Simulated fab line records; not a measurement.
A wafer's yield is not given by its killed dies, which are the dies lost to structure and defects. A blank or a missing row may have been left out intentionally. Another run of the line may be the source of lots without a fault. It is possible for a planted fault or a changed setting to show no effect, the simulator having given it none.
fab line records | flow ritCmos
[record] lots = 5 wafers = 15 lastDay = 7
route steps=202 shown PSD@142 SDANNEAL@153 NSD@158 PLDD@159 NLDD@160 SILICIDE@161 M1@202
lots with no fault: from the same line, run without faults
startH: start of the lot's first displayed wafer, in hours after the record's first day | waitH: hours since the lot's step before | " same as the row above | L1.1+2: one row covering several wafers at once | - no value, or no start given | * or withheld: withheld | < > ~ a bound
route shown NAME@n: names a module that has steps shown in the file, with the first one's number in the route | usual: the fault-free wafers' mean and standard deviation | same: alike in all rows | chamber/n: place in a boat | sites: readings site by site | _std_site: the values' standard deviation | _edge_site: inner sites' mean taken away from outer sites' mean | radiusMm: for every site, how far away it sits from the centre of the wafer | mask NAME#n: copy n | behind: the most recent tool/chamber to have shaped the wafer | hold: why the lot was held/for how many hours/how that ended | device: which transistor (n, p or np) failed to switch | end of line: the same wafers' tests at the end of the route | a step without rows: its recipe alone | killed: at the first sort, the dies lost to defects and structure; wafer yield is something else | map: per-die view of a wafer (x killed, . not killed, _ where there is no die)
set.NAME: the setting as run; set.NAME@STEP: as run at that earlier step | model.NAME: the simulator's own value behind a step, which no gauge read
lots seen at some steps along the route; tables by step, rows by wafer
services: from which hour (startH, from the record's first day; less than 0 if before it) a tool's chamber was out of use, for how many hours, and why
[[steps]]
[step RIT_PSD_HMDS_00]
[recipe] primeTimeS = 60 primeTempC = 140
[step RIT_PSD_COAT_01]
[recipe] resist = NOVOLAK spinRpm = 3250 resistThkNm = 1000
[step RIT_PSD_SOFTBAKE_02]
[recipe] resist = NOVOLAK tempC = 90 timeS = 60
[step RIT_PSD_EXPOSE_03]
[recipe] maskId = M10 na = 0.57 targetCdNm = 40900 doseMj = 250
[step RIT_PSD_PEB_04]
[recipe] resist = NOVOLAK tempC = withheld timeS = withheld
[step RIT_PSD_DEVELOP_05]
[recipe] resist = NOVOLAK developTimeS = 50 devTempC = 23
[step RIT_PSD_OVL_MEAS_06]
[usual] PSD_OVL = 2.3/1.2
// columns lot.wafer tool chamber startH waitH PSD_OVL[nm]
L939.4 overlay-01 - 72.11 - 2.0
L939.5 " - " " 3.0
L939.6 " - " " 2.9
L944.3 overlay-01 - 95.33 - 2.4
L944.5 " - " " 4.0
L944.6 " - " " 4.7
L948.1 overlay-02 - 113.39 - 0.2
L948.4 " - " " -0.4
L948.6 " - " " 1.3
L949.1 overlay-02 - 119.37 - 1.8
L949.3 " - " " 0.1
L949.6 " - " " 1.4
L955.2 overlay-01 - 154.34 - 1.4
L955.3 " - " " 2.9
L955.5 " - " " 1.3
[step RIT_PSD_HARDBAKE_07]
[recipe] resist = NOVOLAK tempC = 140 timeS = 60
[step RIT_PSD_IMPLANT_08]
[recipe] species = BF2 energyKev = 27 doseCm2 = 5.075e+15 tiltDeg = 7
[step RIT_PSD_STRIP_09]
[recipe] chemistry = O2 timeS = 180 resist = NOVOLAK platenTempC = withheld powerW = 500 pressureMtorr = 4000 o2FlowSccm = 4000
[usual] drypumpMotorCurrentA = 5.8/0.31
// columns lot.wafer tool chamber startH waitH drypumpMotorCurrentA rfHoursCounterH
L939.4 plasmaAsher-01 0 72.49 0.1 5.4 -
L939.5 " 1 " " 6.4 -
L939.6 " 0 " " 5.5 -
L944.3 plasmaAsher-03 1 95.72 0.1 5.5 -
L944.5 " 0 " " 5.5 -
L944.6 " 1 " " 5.5 -
L948.1 plasmaAsher-03 0 113.73 0.1 5.5 34
L948.4 " 0 " " 5.5 -
L948.6 " 1 " " 5.4 -
L949.1 plasmaAsher-04 1 119.78 0.1 5.8 50
L949.3 " 0 " " 6.0 -
L949.6 " 0 " " 6.0 -
L955.2 plasmaAsher-04 0 154.67 0.1 6.0 53
L955.3 " 1 " " 5.8 -
L955.5 " 0 " " 6.0 -
[step RIT_PSD_TW_MEAS_10]
[usual] PSD_TW = 3444/27
// columns lot.wafer tool chamber startH waitH PSD_TW
L939.4 filmMetro-04 - 72.63 0.1 3434
L939.5 " - " " 3443
L939.6 " - " " 3421
L944.3 filmMetro-03 - 95.85 0.1 3439
L944.5 " - " " 3449
L944.6 " - " " 3441
L948.1 filmMetro-03 - 113.90 0.1 3435
L948.4 " - " " 3421
L948.6 " - " " 3416
L949.1 filmMetro-04 - 119.96 0.1 3408
L949.3 " - " " 3421
L949.6 " - " " 3419
L955.2 filmMetro-04 - 154.85 0.1 3415
L955.3 " - " " 3436
L955.5 " - " " 3410
[step RIT_SDANNEAL_CLEAN_00]
[recipe] chemistry = SC1 mix = 3:3:50 timeS = 600 tempC = 75
[step RIT_SDANNEAL_CLEAN_01]
[recipe] chemistry = dHF dilution = 50:1 timeS = 30
[usual] runLengthS = 59.0/2.8
// columns lot.wafer tool chamber startH waitH runLengthS model.SiO2_of_FOX2_OXIDATION_00.thkNm
L939.4 wetBench-02 0 72.85 0.0 57.3 154.2
L939.5 " 0 " " 57.3 154
L939.6 " 0 " " 57.3 154.1
L944.3 wetBench-03 3 96.07 0.0 63.3 165.5
L944.5 " 3 " " 63.3 164.9
L944.6 " 3 " " 63.3 171.8
L948.1 wetBench-02 1 114.14 0.0 183.5 111.4
L948.4 " 1 " " 183.5 117
L948.6 " 1 " " 183.5 117.9
L949.1 wetBench-03 3 120.23 0.0 58.3 167.2
L949.3 " 3 " " 58.3 163.7
L949.6 " 3 " " 58.3 161.2
L955.2 wetBench-04 0 155.08 0.0 57.3 168.5
L955.3 " 0 " " 57.3 167.8
L955.5 " 0 " " 57.3 170.1
[step RIT_SDANNEAL_CLEAN_02]
[recipe] chemistry = SC2 mix = 3:3:50 timeS = 600 tempC = 75 dry = n2Spin
[step RIT_SDANNEAL_RTA_03]
[recipe] tempC = 1050 timeS = 5 idleTempC = 600 rampUpCPerS = 342 rampDownCPerS = 171 coolToC = 600 ambient = N2
[usual] wafer_temp_C_max = 1053.6/1.2
// columns lot.wafer tool chamber startH waitH wafer_temp_C_max
L939.4 rtpAnneal-01 0 73.08 0.0 1055.6
L939.5 " 0 " " 1054.4
L939.6 " 0 " " 1053.2
L944.3 rtpAnneal-01 0 96.28 0.0 1053.8
L944.5 " 0 " " 1053.4
L944.6 " 0 " " 1055.5
L948.1 rtpAnneal-02 0 114.35 0.0 1052.8
L948.4 " 0 " " 1054.3
L948.6 " 0 " " 1054.4
L949.1 rtpAnneal-01 0 120.45 0.0 1053.4
L949.3 " 0 " " 1052.2
L949.6 " 0 " " 1053.2
L955.2 rtpAnneal-01 0 155.28 0.0 1055.0
L955.3 " 0 " " 1054.0
L955.5 " 0 " " 1053.9
[step RIT_SDANNEAL_RS_MEAS_04]
[recipe] thkMeasGauge = four-point-probe
[usual] PSD_RS = 115.8/0.32
// columns lot.wafer tool chamber startH waitH PSD_RS[ohm/sq]
L939.4 filmMetro-01 - 73.16 0.1 116.1
L939.5 " - " " 116.3
L939.6 " - " " 116.1
L944.3 filmMetro-04 - 96.36 0.1 116.0
L944.5 " - " " 115.5
L944.6 " - " " 115.5
L948.1 filmMetro-01 - 114.41 0.0 115.8
L948.4 " - " " 115.7
L948.6 " - " " 115.9
L949.1 filmMetro-01 - 120.51 0.0 116.1
L949.3 " - " " 115.7
L949.6 " - " " 115.7
L955.2 filmMetro-01 - 155.35 0.1 115.3
L955.3 " - " " 115.1
L955.5 " - " " 115.3
[step RIT_SDANNEAL_RS_MEAS_05]
[recipe] thkMeasGauge = four-point-probe
[usual] NSD_RS = 85.16/0.29
// columns lot.wafer tool chamber startH waitH NSD_RS[ohm/sq]
L939.4 filmMetro-01 - 73.28 0.1 84.96
L939.5 " - " " 85.61
L939.6 " - " " 84.75
L944.3 filmMetro-04 - 96.48 0.1 85.07
L944.5 " - " " 84.75
L944.6 " - " " 85.30
L948.1 filmMetro-01 - 114.53 0.1 85.09
L948.4 " - " " 84.75
L948.6 " - " " 84.80
L949.1 filmMetro-01 - 120.63 0.1 84.67
L949.3 " - " " 84.61
L949.6 " - " " 84.96
L955.2 filmMetro-01 - 155.47 0.1 85.13
L955.3 " - " " 85.37
L955.5 " - " " 85.39
[step RIT_SDANNEAL_RS_MEAS_06]
[recipe] thkMeasGauge = four-point-probe
[usual] PLDD_RS = 177.7/0.45
// columns lot.wafer tool chamber startH waitH PLDD_RS[ohm/sq]
L939.4 filmMetro-01 - 73.40 0.1 177.5
L939.5 " - " " 178.1
L939.6 " - " " 177.5
L944.3 filmMetro-04 - 96.60 0.1 177.8
L944.5 " - " " 177.6
L944.6 " - " " 177.1
L948.1 filmMetro-01 - 114.65 0.1 177.9
L948.4 " - " " 177.5
L948.6 " - " " 177.7
L949.1 filmMetro-01 - 120.75 0.1 177.5
L949.3 " - " " 177.5
L949.6 " - " " 177.2
L955.2 filmMetro-01 - 155.59 0.1 177.3
L955.3 " - " " 177.0
L955.5 " - " " 177.5
[step RIT_SDANNEAL_RS_MEAS_07]
[recipe] thkMeasGauge = four-point-probe
[usual] NLDD_RS = 151.6/0.58
// columns lot.wafer tool chamber startH waitH NLDD_RS[ohm/sq]
L939.4 filmMetro-01 - 73.52 0.1 151.9
L939.5 " - " " 152.1
L939.6 " - " " 151.7
L944.3 filmMetro-04 - 96.72 0.1 150.4
L944.5 " - " " 151.2
L944.6 " - " " 150.6
L948.1 filmMetro-01 - 114.77 0.1 152.1
L948.4 " - " " 151.0
L948.6 " - " " 151.3
L949.1 filmMetro-01 - 120.87 0.1 151.9
L949.3 " - " " 152.7
L949.6 " - " " 151.8
L955.2 filmMetro-01 - 155.71 0.1 151.1
L955.3 " - " " 151.4
L955.5 " - " " 151.7
[step RIT_SILICIDE_WET_ETCH_00]
[recipe] chemistry = BOE target = SiO2 targetDepthNm = 14 timeS = 15 dry = n2Spin dilution = 10:1 tempC = 21.5
// columns lot.wafer tool chamber startH waitH model.SiO2_of_FOX2_OXIDATION_00.thkNm
L939.4 wetBench-01 3 73.58 0.0 138.7
L939.5 " 3 " " 138.4
L939.6 " 3 " " 138.5
L944.3 wetBench-01 0 96.80 0.1 150.2
L944.5 " 0 " " 149.5
L944.6 " 0 " " 156.3
L948.1 wetBench-01 0 114.89 0.1 95.88
L948.4 " 0 " " 101.5
L948.6 " 0 " " 102.5
L949.1 wetBench-03 2 120.99 0.1 151.6
L949.3 " 2 " " 148.2
L949.6 " 2 " " 145.7
L955.2 wetBench-03 1 155.81 0.1 153.3
L955.3 " 1 " " 152.5
L955.5 " 1 " " 154.7
[step RIT_SILICIDE_SPUTTER_01]
[recipe] material = Ti targetThkNm = 30 powerW = 355.3 chamberPressurePa = 0.667 gas = Ar timeS = 240 substrateTempC = 25
[usual] cathodeDcPowerW = 355.29/0.062 throttleValvePct = 30.0/1.1
// columns lot.wafer tool chamber startH waitH cathodeDcPowerW throttleValvePct
L939.4 pvdSputter-01 - 73.60 0.0 355.39 29.5
L939.5 " - " " 355.32 29.7
L939.6 " - " " 355.34 31.5
L944.3 pvdSputter-01 - 96.81 0.0 355.24 29.7
L944.5 " - " " 355.36 29.8
L944.6 " - " " 355.29 31.4
L948.1 pvdSputter-01 - 114.90 0.0 355.23 30.9
L948.4 " - " " 355.13 31.3
L948.6 " - " " 355.27 31.1
L949.1 pvdSputter-02 - 121.00 0.0 355.30 29.5
L949.3 " - " " 355.36 28.1
L949.6 " - " " 355.27 28.1
L955.2 pvdSputter-04 - 155.82 0.0 355.27 31.6
L955.3 " - " " 355.30 29.9
L955.5 " - " " 355.22 30.8
[step RIT_M1_PROBE_99]
[usual] killedAtContacts = 0.0/0.2 killedAtFrontEnd = 6.8/3 killedDies = 6.9/3 killedOpen = 3.3/1.9 killedShort = 3.6/1.9
[same] grossDies = 264 killed_at_M0_to_M3 = 0 killed_at_M4_up = 0 killedAtBackSide = 0 killedAtOther = 0
// columns lot.wafer tool chamber startH waitH killedAtContacts killedAtFrontEnd killedDies killedOpen killedShort
L939.4 prober-01 - 80.85 0.2 0 8 8 4 4
L939.5 prober-01 - 80.90 0.2 0 1 1 0 1
L939.6 prober-01 - 80.95 0.2 0 5 5 3 2
L944.3 prober-01 - 104.13 0.2 0 10 10 3 7
L944.5 prober-01 - 104.23 0.2 0 8 8 2 6
L944.6 prober-01 - 104.28 0.2 0 9 9 4 5
L948.1 prober-02 - 122.34 0.1 0 9 9 4 5
L948.4 prober-02 - 122.49 0.2 1 5 6 3 3
L948.6 prober-02 - 122.59 0.2 0 8 8 5 3
L949.1 prober-01 - 128.27 0.1 0 8 8 1 7
L949.3 prober-01 - 128.37 0.2 0 4 4 2 2
L949.6 prober-01 - 128.52 0.2 1 10 11 4 7
L955.2 prober-01 - 163.14 0.1 0 7 7 3 4
L955.3 prober-01 - 163.19 0.2 0 3 3 2 1
L955.5 prober-01 - 163.29 0.2 0 7 7 2 5
// killed by level:class
L939.4 GATE:geometricParticle:open=2 SILICIDE:geometricParticle:short=2 SILICIDE:geometricParticle:open=2 FOX2:geometricParticle:short=1 GATE:geometricParticle:short=1
L939.5 FOX1:geometricParticle:short=1
L939.6 FOX1:geometricParticle:open=1 GATE:geometricParticle:short=1 REOX:geometricParticle:short=1 SPACER:geometricParticle:open=1 SILICIDE:geometricParticle:open=1
L944.3 SPACER:geometricParticle:short=3 FOX1:geometricParticle:short=2 FOX1:geometricParticle:open=1 FOX2:geometricParticle:open=1 GATE:geometricParticle:short=1 REOX:geometricParticle:open=1 REOX:geometricParticle:short=1
L944.5 GATE:geometricParticle:short=2 SPACER:geometricParticle:short=2 FOX2:geometricParticle:short=1 GATE:geometricParticle:open=1 REOX:geometricParticle:open=1 REOX:geometricParticle:short=1
L944.6 GATE:geometricParticle:short=4 GATE:geometricParticle:open=2 REOX:geometricParticle:open=2 REOX:geometricParticle:short=1
L948.1 GATE:geometricParticle:short=2 REOX:geometricParticle:open=2 FOX2:geometricParticle:short=1 GATE:geometricParticle:open=1 REOX:geometricParticle:short=1 SPACER:geometricParticle:open=1 SILICIDE:geometricParticle:short=1
L948.4 GATE:geometricParticle:open=2 FOX1:geometricParticle:open=1 SPACER:geometricParticle:short=1 SILICIDE:geometricParticle:short=1 CONTACT:geometricParticle:short=1
L948.6 SILICIDE:geometricParticle:open=4 SPACER:geometricParticle:short=2 GATE:geometricParticle:open=1 SILICIDE:geometricParticle:short=1
L949.1 REOX:geometricParticle:short=3 GATE:geometricParticle:short=2 FOX1:geometricParticle:open=1 FOX2:geometricParticle:short=1 SPACER:geometricParticle:short=1
L949.3 GATE:geometricParticle:open=2 GATE:geometricParticle:short=1 REOX:geometricParticle:short=1
L949.6 FOX2:geometricParticle:short=3 FOX2:geometricParticle:open=2 GATE:geometricParticle:short=2 GATE:geometricParticle:open=1 REOX:geometricParticle:short=1 SILICIDE:geometricParticle:short=1 CONTACT:geometricParticle:open=1
L955.2 GATE:geometricParticle:short=4 FOX1:geometricParticle:open=1 GATE:geometricParticle:open=1 REOX:geometricParticle:open=1
L955.3 FOX1:geometricParticle:short=1 REOX:geometricParticle:open=1 SPACER:geometricParticle:open=1
L955.5 FOX1:geometricParticle:open=1 FOX1:geometricParticle:short=1 FOX2:geometricParticle:short=1 GATE:geometricParticle:short=1 GATE:geometricParticle:open=1 SPACER:geometricParticle:short=1 SILICIDE:geometricParticle:short=1
[[services]]
// columns tool chamber startH hours kind
rtpAnneal-01 - 65.47 3.1 pm
pvdSputter-01 - 81.71 6.1 repair
plasmaAsher-01 - 108.75 9.0 pm
plasmaAsher-01 0 108.75 9.0 ventCycle
plasmaAsher-01 1 108.75 9.0 ventCycle
pvdSputter-04 - 108.97 38.8 repair
plasmaAsher-01 0 117.75 - clean
plasmaAsher-01 1 117.75 - clean
pvdSputter-02 - 141.41 4.8 repair
plasmaAsher-01 - 145.83 2.8 pm
rtpAnneal-02 - 154.06 4.2 pm
[[key]]
[firstSign] step = RIT_SDANNEAL_CLEAN_01 reading = runLengthS direction = up sigmas = 44 usual = * struck = *
effect none on later readings
[modelEffect] step = RIT_SDANNEAL_CLEAN_01 value = SiO2_of_FOX2_OXIDATION_00.thkNm without = 159.8 struck = 115.4
[modelEffect] step = RIT_SILICIDE_WET_ETCH_00 value = SiO2_of_FOX2_OXIDATION_00.thkNm without = 144.3 struck = 99.95
metAt RIT_SDANNEAL_CLEAN_01
struckWafers L948.1,L948.4,L948.6
testerLeftOut L948
[fault] kind = processParameterDrift tool = wetBench-02 chamber = 1 onsetH = 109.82 steps = RIT_SDANNEAL_CLEAN_01 channel = timeS offset = * shape = step endH = 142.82 actsIn = * stated = *
// testerLeftOut: of these lots the tester's yield and bins aren't shown, on N5 and GAA mostly nor the transistor test; their killed dies are dies lost to structure and defects alone, not to doping, threshold or leakage, so they don't give the yield
